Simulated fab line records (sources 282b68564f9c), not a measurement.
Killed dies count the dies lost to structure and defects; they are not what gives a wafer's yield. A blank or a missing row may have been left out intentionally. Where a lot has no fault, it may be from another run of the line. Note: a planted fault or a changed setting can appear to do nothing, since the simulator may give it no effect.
Comparing a struck lot with a sound one :: flow rit-cmos :: 18 out of 202 route steps
Sound: the wafers L606.2, L606.3, L606.6. The struck wafers were L614.1, L614.2, L614.4. Last of all comes the cause.
Order at every step that has rows: each side's tool, ch and its chambers, its first start. Under that, the readings that differ: sound wafers :: struck wafers :: difference of the means :: sigmas: that difference in standard deviations of wafers without a fault.
alike: readings with means less than 2 such deviations apart, plus words and numbers identical on both sides. not compared: withheld readings, readings lacking a value on some wafer, bounds such as >300 that could conceal the same value, and numbers that have no deviation in the record and whose values overlap.
A row with sigmas, a row that says differs or no value, or rows on one side alone: a step with any of these is where the two part. Non-overlapping numbers with no deviation appear without sigmas and do not part them. Lack of a reading on every wafer of one side parts them only where that side has two or more wafers.

RIT_M1_SPUTTER_00: material Al, target thk 400 nm, time 500 s.
  sound on pvd-sputter-04, day 3 16:12; struck on pvd-sputter-04, day 5 04:57
  alike: throttle-valve-pct
RIT_M1_RS_MEAS_01: a four-point-probe measurement.
  sound on film-metro-01, day 3 16:31; struck on film-metro-01, day 5 05:14
  alike: M1_AL_RS
RIT_M1_THK_MEAS_02: measures by xrf.
  sound on film-metro-01, day 3 16:38; struck on film-metro-01, day 5 05:22
  alike: M1_AL_THK
then, 6 steps without rows for these wafers: RIT_M1_HMDS_03 (prime time 60 s); RIT_M1_COAT_04 (resist thk 1300 nm); RIT_M1_SOFTBAKE_05 (time 60 s); RIT_M1_EXPOSE_06 (exposes mask M12, target cd 2600 nm); RIT_M1_PEB_07; RIT_M1_DEVELOP_08 (develop time 68 s).
RIT_M1_CD_MEAS_09 targets a cd of 2600 nm.
  sound on cd-sem-02, day 3 17:35; struck on cd-sem-01, day 5 06:22
  alike: cd-nm
RIT_M1_OVL_MEAS_10:
  sound on overlay-02, day 3 17:41; struck on overlay-01, day 5 06:29
  alike: M1_OVL
then, 1 step without rows for these wafers: RIT_M1_HARDBAKE_11 (time 120 s).
RIT_M1_METAL_ETCH_12: etches Al in Cl2/BCl3, stops on SiO2, time 165 s, target depth 600 nm.
  sound on rie-metal-02 ch 0,1, day 3 17:58; struck on rie-metal-03 ch 0,1, day 5 06:46
  no value came back on the struck wafers for any of 5 readings (bcl3-flow-sccm (sccm), chamber-pressure-mTorr (mTorr) and others); on the sound wafers bcl3-flow-sccm (sccm) reads 49.93 49.85 49.93
reading: model.NOVOLAK_of_M1_COAT_04.thk-nm (nm)
sound: 810.2 805.7 806.5
struck: 1136 1135 1136
difference: +328
sigmas: 

reading: model.SiO2_of_CONTACT_CVD_00.thk-nm (nm)
sound: 363.2 363.9 372.3
struck: 399.2 388.3 400.2
difference: +29.4
sigmas: 
  not compared: rf-hours-counter-h
then, 1 step without rows for these wafers: RIT_M1_STRIP_13 (strips in nmp, time 600 s).
RIT_M1_STRIP_14: strips in O2, time 180 s.
  sound on plasma-asher-03 ch 1, day 3 18:18; struck on plasma-asher-04 ch 0,1, day 5 07:06
  alike: chamber-pressure-mTorr, drypump-motor-current-A
  not compared: rf-hours-counter-h
RIT_M1_CD_MEAS_90 targets a cd of 2600 nm.
  sound on cd-sem-01, day 3 18:29; struck on cd-sem-02, day 5 07:17
reading: cd-nm (nm)
sound: 2598.8 2599.5 2600.6
struck: - - -
difference: no value on the struck wafers
sigmas: 
then, 1 step without rows for these wafers: RIT_M1_ANNEAL_15 (time 1800 s).
RIT_M1_PROBE_99:
  sound on prober-02, day 3 20:16; struck on prober-02, day 5 13:32
reading: hold
sound: - - -
struck: await-dispo/4.2h/scrap await-dispo/4.2h/scrap await-dispo/4.2h/scrap
difference: no value on the sound wafers
sigmas: 

reading: defect-limited-yield (%)
sound: 96.6 96.6 97.0
struck: 0 0 0
difference: -97
sigmas: -81

reading: killed_at_M0_to_M3
sound: 0 0 0
struck: 255 254 259
difference: +256
sigmas: +99 or more

reading: killed-dies
sound: 9 9 8
struck: 264 264 264
difference: +255
sigmas: +82

reading: killed-on-rim
sound: 5 4 3
struck: 70 70 70
difference: +66
sigmas: +51

reading: sort_bin_5_function (%)
sound: 1.9 1.1 2.3
struck: 99.2 99.2 98.9
difference: +97.3
sigmas: +99 or more

reading: sort-n-pass
sound: 255 255 256
struck: 0 0 0
difference: -255
sigmas: -82

reading: sort-yield-pct (%)
sound: 96.6 96.6 97.0
struck: 0 0 0
difference: -97
sigmas: -81
  alike: killed-at-front-end, killed-open, killed-short, sort_bin_3_pad_short, sort_bin_6_memory

== WHERE THEY PART ==
Last at RIT_M1_PROBE_99 as far as this record goes, first at RIT_M1_METAL_ETCH_12.

WHY: what the simulator had put in
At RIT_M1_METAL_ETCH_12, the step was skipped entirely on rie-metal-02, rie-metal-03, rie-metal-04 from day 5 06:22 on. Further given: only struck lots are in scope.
